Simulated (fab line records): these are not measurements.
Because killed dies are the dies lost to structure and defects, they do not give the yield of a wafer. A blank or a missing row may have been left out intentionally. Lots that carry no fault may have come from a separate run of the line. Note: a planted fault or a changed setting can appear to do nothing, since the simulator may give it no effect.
fab line records + flow berkeley-cmos170
[record]
- lots = 5
- wafers = 15
- last-day = 12
route steps=331 shown NWELL@32 PWELL@34
lots that met no fault: taken from a fault-free run of the same line
start-h: hours from the record's opening day to when the first of the lot's shown wafers began + wait-h: time in hours since the lot's previous step + " same as the row above + L1.1+2: a row that stands for several wafers + - no value, or no start was given + * or withheld: withheld + < > ~ a bound
route shown NAME@n: names a module that has steps shown in the file, with the first one's number in the route + usual: the fault-free wafers' mean and standard deviation + same: alike in all rows + chamber/n: place in a boat + sites: readings site by site + _std_site: how widely they spread, as a standard deviation + _edge_site: mean of outer sites minus mean of inner sites + radius-mm: how far each site lies from the wafer's centre + mask NAME#n: copy n + behind: the last tool/chamber to shape the wafer + hold: why the lot was held/for how many hours/how that ended + device: names the non-switching transistor (n, p or np) + end of line: tests run on the same wafers once the route is complete + a step given without rows: its recipe and nothing more + killed: dies that structure and defects cost at the first sort, which is not the same as the wafer's yield + map: the dies of a wafer, with x for killed, . for not killed, _ for no die there
set.NAME: setting as actually run; set.NAME@STEP: the setting as run at that earlier step + model.NAME: the simulator's own value behind a step, which no gauge read
a table for each step, a row for each wafer; lots at some steps of the route
services: a tool's chamber out of use, with start hour (start-h, from the record's first day; less than 0 if before it), hours out, and reason
[[steps]]
[step UCB170_NWELL_WET_ETCH_18]
[recipe]
- chemistry = H3PO4
- target = Si3N4
- temp-c = 160
- time-s = 14400
[step UCB170_NWELL_WET_ETCH_19]
[recipe]
- chemistry = BOE
- dilution = 5:1
- target = SiO2
- temp-c = 25
- time-s = 22
[step UCB170_PWELL_CLEAN_00]
[recipe]
- chemistry = SPM
- temp-c = 120
- time-s = 600
[step UCB170_PWELL_CLEAN_01]
[recipe]
- chemistry = dHF
- dilution = 25:1
- time-s = 60
[step UCB170_PWELL_OXIDATION_02]
[recipe]
- temp-c = 1000
- ambient = O2
- target-thk-a = 264
- ox-time-s = 1260
[step UCB170_PWELL_THK_MEAS_03]
[recipe]
- reads = SiO2_of_PWELL_OXIDATION_02
[usual]
- PWELL_OXIDE_THK = 26.3/0.48
| lot.wafer | tool          | chamber | start-h | wait-h | PWELL_OXIDE_THK[nm] |
|-----------|---------------|---------|---------|--------|---------------------|
| L617.2    | film-metro-01 | -       | 56.11   | 0.0    | 26.1                |
| L617.5    | "             | -       | "       | "      | 26.3                |
| L617.6    | "             | -       | "       | "      | 26.4                |
| L621.3    | film-metro-02 | -       | 66.91   | 0.0    | 25.7                |
| L621.4    | "             | -       | "       | "      | 25.9                |
| L621.6    | "             | -       | "       | "      | 25.5                |
| L630.1    | film-metro-01 | -       | 112.11  | 0.0    | 25.7                |
| L630.3    | "             | -       | "       | "      | 26.1                |
| L630.5    | "             | -       | "       | "      | 25.9                |
| L632.3    | film-metro-02 | -       | 120.49  | 0.0    | 25.9                |
| L632.5    | "             | -       | "       | "      | 25.4                |
| L632.6    | "             | -       | "       | "      | 25.6                |
| L638.1    | film-metro-03 | -       | 157.42  | 0.0    | 26.7                |
| L638.3    | "             | -       | "       | "      | 26.9                |
| L638.6    | "             | -       | "       | "      | 26.6                |
[step UCB170_PWELL_ANNEAL_04]
[recipe]
- temp-c = 1000
- time-s = 900
- ambient = N2
[step UCB170_PWELL_CVD_05]
[recipe]
- material = Si3N4
- target-thk-nm = 220
- temp-c = 800
- precursor = SiH2Cl2/NH3
- time-s = 3300
- pressure-mtorr = 200
- sih2cl2-flow-sccm = 25
- nh3-flow-sccm = 75
[step UCB170_PWELL_THK_MEAS_06]
[recipe]
- reads = Si3N4_of_PWELL_CVD_05
[usual]
- PWELL_NITRIDE_THK = 220.1/2
| lot.wafer | tool          | chamber | start-h | wait-h | PWELL_NITRIDE_THK[nm] |
|-----------|---------------|---------|---------|--------|-----------------------|
| L617.2    | film-metro-03 | -       | 61.26   | 0.0    | 220.7                 |
| L617.5    | "             | -       | "       | "      | 221.8                 |
| L617.6    | "             | -       | "       | "      | 221.7                 |
| L621.3    | film-metro-02 | -       | 72.76   | 0.0    | 218.3                 |
| L621.4    | "             | -       | "       | "      | 218.0                 |
| L621.6    | "             | -       | "       | "      | 217.3                 |
| L630.1    | film-metro-01 | -       | 115.70  | 0.0    | 221.4                 |
| L630.3    | "             | -       | "       | "      | 219.9                 |
| L630.5    | "             | -       | "       | "      | 221.5                 |
| L632.3    | film-metro-02 | -       | 123.72  | 0.0    | 221.3                 |
| L632.5    | "             | -       | "       | "      | 220.6                 |
| L632.6    | "             | -       | "       | "      | 220.4                 |
| L638.1    | film-metro-03 | -       | 167.42  | 0.0    | 216.3                 |
| L638.3    | "             | -       | "       | "      | 218.2                 |
| L638.6    | "             | -       | "       | "      | 216.1                 |
[step UCB170_PWELL_HMDS_07]
[recipe]
- prime-time-s = 60
- prime-temp-c = 100
[step UCB170_PWELL_COAT_08]
[recipe]
- resist = KrF
- spin-rpm = 1500
- resist-thk-nm = 900
[step UCB170_PWELL_SOFTBAKE_09]
[recipe]
- resist = KrF
- temp-c = 130
- time-s = 60
[step UCB170_PWELL_EXPOSE_10]
[recipe]
- mask-id = PWELL
- target-cd-nm = 3000
- na = 0.5
- sigma-outer = 0.6
- source-shape = conventional
- dose-mj = 19
[usual]
- focus-offset-nm = 0.0/0.55
[same]
- sigma-outer = 0.6
| lot.wafer | tool           | chamber | start-h | wait-h | mask    | focus-offset-nm |
|-----------|----------------|---------|---------|--------|---------|-----------------|
| L617.2    | krf-scanner-01 | 0       | 62.70   | 0.2    | PWELL#0 | 0.9             |
| L617.5    | "              | 0       | "       | "      | PWELL#0 | 0.4             |
| L617.6    | "              | 0       | "       | "      | PWELL#0 | 0.2             |
| L621.3    | krf-scanner-01 | 0       | 73.41   | 0.2    | PWELL#0 | 0.5             |
| L621.4    | "              | 0       | "       | "      | PWELL#0 | 1.0             |
| L621.6    | "              | 0       | "       | "      | PWELL#0 | 0.0             |
| L630.1    | krf-scanner-01 | 0       | 117.34  | 0.3    | NWELL#0 | 0.8             |
| L630.3    | "              | 0       | "       | "      | NWELL#0 | -1.2            |
| L630.5    | "              | 0       | "       | "      | NWELL#0 | -0.7            |
| L632.3    | krf-scanner-02 | 0       | 124.94  | 0.1    | PWELL#0 | 0.3             |
| L632.5    | "              | 0       | "       | "      | PWELL#0 | 0.4             |
| L632.6    | "              | 0       | "       | "      | PWELL#0 | 0.6             |
| L638.1    | krf-scanner-02 | 0       | 167.93  | 0.1    | PWELL#0 | 1.4             |
| L638.3    | "              | 0       | "       | "      | PWELL#0 | -0.5            |
| L638.6    | "              | 0       | "       | "      | PWELL#0 | 0.9             |
[step UCB170_PWELL_PEB_11]
[recipe]
- peb-temp-c = 130
- peb-time-s = withheld
- resist = KrF
[step UCB170_PWELL_DEVELOP_12]
[recipe]
- developer = TMAH
- develop-time-s = 45
- resist = KrF
- dev-temp-c = 21
[step UCB170_PWELL_OVL_MEAS_13]
[usual]
- PWELL_OVL = 3/5.1
| lot.wafer | tool       | chamber | start-h | wait-h | PWELL_OVL[nm] |
|-----------|------------|---------|---------|--------|---------------|
| L617.2    | overlay-01 | -       | 63.64   | -      | 0             |
| L617.5    | "          | -       | "       | "      | 4             |
| L617.6    | "          | -       | "       | "      | 3             |
| L621.3    | overlay-02 | -       | 73.86   | -      | -4            |
| L621.4    | "          | -       | "       | "      | 7             |
| L621.6    | "          | -       | "       | "      | 2             |
| L630.1    | overlay-02 | -       | 118.44  | -      | -             |
| L630.3    | "          | -       | "       | "      | -             |
| L630.5    | "          | -       | "       | "      | -             |
| L632.3    | overlay-01 | -       | 125.31  | -      | 7             |
| L632.5    | "          | -       | "       | "      | 4             |
| L632.6    | "          | -       | "       | "      | 7             |
| L638.1    | overlay-01 | -       | 168.48  | -      | -1            |
| L638.3    | "          | -       | "       | "      | -3            |
| L638.6    | "          | -       | "       | "      | 9             |
[step UCB170_PWELL_ETCH_14]
[recipe]
- chemistry = CH3F/Ar/O2
- target = Si3N4
- stop-on = SiO2
- CH3F_flow_sccm = 20
- Ar_flow_sccm = 50
- O2_flow_sccm = 7
- pressure-mtorr = 50
- rf-w = 450
- target-depth-a = 2420
- over-etch-frac = 0.1
- time-s = 151
[usual]
- drypump-motor-current-A = 5.8/0.45
- oes-product-au = 0.941/0.015
- throttle-valve-pct = 7.99/0.12
| lot.wafer | tool        | chamber | start-h | wait-h | drypump-motor-current-A | oes-product-au | rf-hours-counter-h | throttle-valve-pct |
|-----------|-------------|---------|---------|--------|-------------------------|----------------|--------------------|--------------------|
| L617.2    | rie-diel-04 | 2       | 63.67   | 0.0    | 5.8                     | 0.950          | 130                | 8.24               |
| L617.5    | "           | 3       | "       | "      | 6.3                     | 0.957          | -                  | 8.07               |
| L617.6    | "           | 0       | "       | "      | 6.2                     | 0.934          | -                  | 7.97               |
| L621.3    | rie-diel-01 | 2       | 73.88   | 0.0    | 5.3                     | 0.938          | 70                 | 7.93               |
| L621.4    | "           | 0       | "       | "      | 5.2                     | 0.917          | 16                 | 7.95               |
| L621.6    | "           | 3       | "       | "      | 5.2                     | 0.948          | -                  | 8.17               |
| L630.1    | rie-diel-04 | 2       | 118.48  | 0.0    | 5.8                     | 0.946          | 133                | 8.22               |
| L630.3    | "           | 0       | "       | "      | 6.1                     | 0.935          | 21                 | 7.99               |
| L630.5    | "           | 1       | "       | "      | 5.7                     | 0.933          | -                  | 8.09               |
| L632.3    | rie-diel-01 | 1       | 125.33  | 0.0    | 6.7                     | 0.953          | 6                  | 7.93               |
| L632.5    | "           | 0       | "       | "      | 5.3                     | 0.931          | -                  | 7.93               |
| L632.6    | "           | 1       | "       | "      | 6.7                     | 0.945          | -                  | 7.93               |
| L638.1    | rie-diel-04 | 1       | 168.51  | 0.0    | 5.8                     | 0.920          | 49                 | 8.10               |
| L638.3    | "           | 2       | "       | "      | 5.8                     | 0.946          | 135                | 8.23               |
| L638.6    | "           | 2       | "       | "      | 5.8                     | 0.932          | -                  | 8.22               |
[step UCB170_PWELL_IMPLANT_15]
[recipe]
- species = B
- dose-cm2 = 5e+12
- energy-kev = 60
- tilt-deg = 7
[step UCB170_PWELL_STRIP_16]
[recipe]
- chemistry = O2
- power-w = 400
- pressure-mtorr = 3500
- platen-temp-c = withheld
- o2-flow-sccm = 400
- overash-fraction = 0.5
[usual]
- drypump-motor-current-A = 5.57/0.13
- oes-product-au = 0.720/0.0044
- strip-time-to-endpoint-s = 18.16/0.079
| lot.wafer | tool            | chamber | start-h | wait-h | drypump-motor-current-A | oes-product-au | rf-hours-counter-h | strip-time-to-endpoint-s |
|-----------|-----------------|---------|---------|--------|-------------------------|----------------|--------------------|--------------------------|
| L617.2    | plasma-asher-03 | 1       | 63.92   | 0.1    | 5.57                    | 0.717          | 28                 | 18.15                    |
| L617.5    | "               | 0       | "       | "      | 5.60                    | 0.716          | -                  | 18.08                    |
| L617.6    | "               | 1       | "       | "      | 5.57                    | 0.721          | -                  | 18.21                    |
| L621.3    | plasma-asher-03 | 1       | 74.16   | 0.1    | 5.52                    | 0.718          | -                  | 18.28                    |
| L621.4    | "               | 0       | "       | "      | 5.58                    | 0.727          | -                  | 18.16                    |
| L621.6    | "               | 0       | "       | "      | 5.60                    | 0.725          | -                  | 18.28                    |
| L630.1    | plasma-asher-01 | 0       | 118.73  | 0.1    | 5.64                    | 0.720          | 0                  | 18.08                    |
| L630.3    | "               | 1       | "       | "      | 5.61                    | 0.725          | -                  | 18.12                    |
| L630.5    | "               | 0       | "       | "      | 5.65                    | 0.726          | -                  | 18.19                    |
| L632.3    | plasma-asher-02 | 0       | 125.77  | 0.2    | 5.70                    | 0.719          | -                  | 18.07                    |
| L632.5    | "               | 0       | "       | "      | 5.72                    | 0.723          | -                  | 18.12                    |
| L632.6    | "               | 1       | "       | "      | 5.17                    | 0.723          | -                  | 18.10                    |
| L638.1    | plasma-asher-03 | 1       | 168.76  | 0.1    | 5.52                    | 0.718          | 41                 | 18.06                    |
| L638.3    | "               | 1       | "       | "      | 5.56                    | 0.720          | -                  | 17.98                    |
| L638.6    | "               | 0       | "       | "      | 5.61                    | 0.720          | -                  | 18.00                    |
[step UCB170_PWELL_TW_MEAS_17]
[usual]
- PWELL_TW = 377.0/2
| lot.wafer | tool          | chamber | start-h | wait-h | PWELL_TW |
|-----------|---------------|---------|---------|--------|----------|
| L617.2    | film-metro-03 | -       | 64.03   | 0.1    | 371.1    |
| L617.5    | "             | -       | "       | "      | 373.7    |
| L617.6    | "             | -       | "       | "      | 370.5    |
| L621.3    | film-metro-02 | -       | 74.25   | 0.1    | 377.4    |
| L621.4    | "             | -       | "       | "      | 377.3    |
| L621.6    | "             | -       | "       | "      | 377.8    |
| L630.1    | film-metro-03 | -       | 118.83  | 0.1    | 29.6     |
| L630.3    | "             | -       | "       | "      | 29.7     |
| L630.5    | "             | -       | "       | "      | 29.6     |
| L632.3    | film-metro-02 | -       | 125.85  | 0.1    | 378.0    |
| L632.5    | "             | -       | "       | "      | 377.5    |
| L632.6    | "             | -       | "       | "      | 378.2    |
| L638.1    | film-metro-03 | -       | 168.86  | 0.1    | 373.6    |
| L638.3    | "             | -       | "       | "      | 375.0    |
| L638.6    | "             | -       | "       | "      | 372.7    |
[step UCB170_PWELL_CLEAN_18]
[recipe]
- chemistry = SPM
- temp-c = 120
- time-s = 600
[[services]]
| tool            | chamber | start-h | hours | kind        |
|-----------------|---------|---------|-------|-------------|
| krf-scanner-02  | -       | 46.14   | 4.0   | pm          |
| krf-scanner-01  | -       | 50.18   | 1.0   | pm          |
| rie-diel-04     | -       | 62.82   | 0.6   | repair      |
| krf-scanner-02  | -       | 63.97   | 0.8   | pm          |
| krf-scanner-01  | -       | 64.80   | 0.8   | pm          |
| krf-scanner-01  | 0       | 65.25   | -     | calibration |
| krf-scanner-02  | 0       | 66.53   | -     | calibration |
| plasma-asher-01 | -       | 108.75  | 9.0   | pm          |
| plasma-asher-01 | 0       | 108.75  | 9.0   | vent-cycle  |
| plasma-asher-01 | 1       | 108.75  | 9.0   | vent-cycle  |
| plasma-asher-01 | 0       | 117.75  | -     | clean       |
| plasma-asher-01 | 1       | 117.75  | -     | clean       |
| rie-diel-04     | 2       | 135.17  | 3.6   | repair      |
| krf-scanner-01  | -       | 141.64  | 1.3   | pm          |
| krf-scanner-02  | -       | 142.94  | 1.3   | pm          |
| plasma-asher-02 | -       | 143.11  | 0.6   | repair      |
| rie-diel-04     | 3       | 156.15  | 16.7  | repair      |
| krf-scanner-02  | -       | 156.65  | 1.3   | repair      |
| krf-scanner-01  | -       | 158.06  | 4.0   | pm          |
| rie-diel-04     | 0       | 161.49  | 2.4   | repair      |
[[key]]
[first-sign]
- step = UCB170_PWELL_EXPOSE_10
- reading = mask
- direction = changed
[effect]
- step = UCB170_PWELL_OVL_MEAS_13
- reading = PWELL_OVL
- direction = missing
[effect]
- step = UCB170_PWELL_TW_MEAS_17
- reading = PWELL_TW
- direction = down
- sigmas = 99+
- usual = 377.0
- struck = 29.6
met-at UCB170_PWELL_EXPOSE_10
struck-wafers L630.1,L630.3,L630.5
later-rows-left-out L630.1,L630.3,L630.5
sort-left-out L630.1,L630.3,L630.5
tester-left-out L630
onset-between 73.41 117.34
[fault]
- kind = wrong-mask
- tool = any
- chamber = -
- onset-h = 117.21
- steps = UCB170_PWELL_EXPOSE_10
- aux-copy = NWELL#0
- scope = struck-lots-only
// tester-left-out: of these lots the tester's yield and bins aren't shown, on N5 and GAA mostly nor the transistor test; their killed dies are dies lost to structure and defects alone, not to doping, threshold or leakage, so they don't give the yield
// sort-left-out: the simulated sort isn't trusted on such a fault, so these wafers' sort isn't shown, and their yield isn't known
// later-rows-left-out: the simulator's readings of these wafers behind a module that went badly wrong aren't trusted and aren't shown, but for the sort
